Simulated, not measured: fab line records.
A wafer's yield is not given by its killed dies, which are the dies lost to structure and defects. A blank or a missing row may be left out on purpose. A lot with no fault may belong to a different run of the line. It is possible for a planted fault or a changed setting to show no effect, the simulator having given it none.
Problem report in the 8D (eight disciplines) form, filled by code + flow rit cmos + the parts of the form that need people (team, actions taken, sign-off) are left out

== 1. WHAT WENT WRONG ==
run length s at RIT_GATE_ETCH_19 reads a mean of 233.9 s on 2 wafers of 2 lots; wafers without a fault read 193.3 s with a standard deviation of 0.38. So: +99 or more standard deviations from the usual mean.
The step: etches poly-Si in SF6/CHF3/O2, stops on SiO2, time 165 s, target depth 312.5 nm.
The first sign was on wafer L748.2 at day 6 16:48, on rie si-02. At this step, 42 wafers from 14 lots have a number in the record. Rule for "out", or "out of limits": more than 4 standard deviations from the usual mean. The other wafers with a number count as sound.

== 2. WHAT IT IS AND WHAT IT IS NOT ==
| question                    | is                           | is not                                                                    |
|-----------------------------|------------------------------|---------------------------------------------------------------------------|
| which readings at this step | run length s, oes product au | drypump motor current A, throttle valve pct                               |
| which lots                  | L748, L750                   | L728, L730, L732, L733, L734, L737, L738, L739, L740, L741, L743, L751    |
| which wafers of those lots  | L748.2, L750.6               | L748.1, L748.6, L750.1, L750.4                                            |
| read on which tools         | rie si-02                    | rie si-01                                                                 |
| when                        | from day 6 16:48             | up to then (35 sound wafers); but 5 sound wafers of L750, L751 came after |

== 3. WHAT RULES OUT EACH SUSPECT ==
Counting: if a tool at a process step up to the reading ran every lot that is out, it stays a suspect. Sound lots after the first of them don't rule it out here, since some wafers of a struck lot are sound.
- rie si-02 at RIT_GATE_ETCH_19 (etches poly-Si in SF6/CHF3/O2, stops on SiO2, time 165 s, target depth 312.5 nm): kept. It processed each lot that is out (first: L748, day 6 16:48); up to then, its last sound lot is L740 (day 5 00:01). Out on those wafers are its own readings of oes product au, run length s.
- In rie si-02 at RIT_GATE_ETCH_19, the wafers that are out were processed in chamber 3 and their sound lot-mates in chambers 1, 2.
Left after counting: rie si-02 at RIT_GATE_ETCH_19.

== 4. THE CAUSE (what the simulator had put in) ==
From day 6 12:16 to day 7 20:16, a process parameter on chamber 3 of rie si-02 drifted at RIT_GATE_ETCH_19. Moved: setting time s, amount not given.
This tool alone remained once counting was done.

== 5. THE EFFECT CHAIN, in route order ==
One row per reading whose mean, taken over the struck wafers that have a number, lies over 3 standard deviations from the usual. Scope: only readings with a usual standard deviation given in the record; hours: median across lots of the time from each lot's start at the first step in this table that gives one to its start at this step; sigmas: change in usual standard deviations.
| hours | step             | reading        | usual      | on struck wafers | change | sigmas      |
|-------|------------------|----------------|------------|------------------|--------|-------------|
| 0     | RIT_GATE_ETCH_19 | oes product au | 0.818 a.u. | 0.697            | -0.121 | -8.1        |
| 0     | RIT_GATE_ETCH_19 | run length s   | 193.3 s    | 233.9            | +40.6  | +99 or more |
Process steps it contains:
- RIT_GATE_ETCH_19: etches poly-Si in SF6/CHF3/O2, stops on SiO2, time 165 s, target depth 312.5 nm.

== 6. HOW IT WOULD HAVE BEEN CAUGHT EARLIER ==
First out-of-limits reading in this record: day 6 16:48, which is 5 hours after fault onset at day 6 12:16.
